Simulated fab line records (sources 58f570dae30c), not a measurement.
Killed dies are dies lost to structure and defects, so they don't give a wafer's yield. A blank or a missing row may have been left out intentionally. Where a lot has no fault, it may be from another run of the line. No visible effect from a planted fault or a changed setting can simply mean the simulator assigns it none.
Matching of chambers :: flow berkeley cmos170 :: rie si-01 running UCB170_GATE_ETCH_15: 4 sister chambers
The step etches poly-Si in HBr/Cl2, stops on SiO2, time 56.3 s, target depth 278.2 nm. 8 wafers are shown with their chamber, then 7 later ones without.

WAFERS, EACH WITH ITS CHAMBER
wafer: L730.1
chamber: 0
throttle valve pct (%): 26.21
drypump motor current A (A): 6.0

wafer: L730.2
chamber: 2
throttle valve pct (%): 26.21
drypump motor current A (A): 5.3

wafer: L733.2
chamber: 0
throttle valve pct (%): 26.20
drypump motor current A (A): 6.0

wafer: L733.4
chamber: 2
throttle valve pct (%): 26.21
drypump motor current A (A): 5.3

wafer: L740.2
chamber: 3
throttle valve pct (%): 26.59
drypump motor current A (A): 6.1

wafer: L740.3
chamber: 1
throttle valve pct (%): 26.09
drypump motor current A (A): 6.0

wafer: L740.5
chamber: 1
throttle valve pct (%): 26.08
drypump motor current A (A): 6.1

wafer: L742.1
chamber: 3
throttle valve pct (%): 26.58
drypump motor current A (A): 6.1

WAFERS WITH NO CHAMBER GIVEN
wafer: L742.5
throttle valve pct (%): 26.08
drypump motor current A (A): 6.1

wafer: L742.6
throttle valve pct (%): 26.21
drypump motor current A (A): 6.1

wafer: L741.1
throttle valve pct (%): 26.20
drypump motor current A (A): 6.0

wafer: L741.2
throttle valve pct (%): 26.59
drypump motor current A (A): 6.1

wafer: L741.5
throttle valve pct (%): 26.58
drypump motor current A (A): 6.1

wafer: L747.2
throttle valve pct (%): 26.09
drypump motor current A (A): 6.1

wafer: L747.4
throttle valve pct (%): 26.20
drypump motor current A (A): 5.3

WHICH CHAMBER EACH WENT THROUGH
wafer: L742.5
from the rows above: 1
in truth: 1

wafer: L742.6
from the rows above: 0
in truth: 0

wafer: L741.1
from the rows above: 0
in truth: 0

wafer: L741.2
from the rows above: 3
in truth: 3

wafer: L741.5
from the rows above: 3
in truth: 3

wafer: L747.2
from the rows above: 1
in truth: 1

wafer: L747.4
from the rows above: 2
in truth: 2
Correct placement for 7 of the 7. Number that these rows cannot place: 0. Wrongly placed: 0.
How it was worked out, from the rows above alone: a wafer's distance from a chamber is the root of the sum, over the readings, of the square of ((its reading less the chamber's mean) divided by the reading's scatter). The wafer belongs to the nearest chamber; if the next one is less than 2 further off, it can't be placed. Each chamber's mean is taken over the wafers shown for it. The scatter: take each reading less its chamber's mean, square it, sum over the shown wafers, divide by the number of wafers less the number of chambers, and take the root.
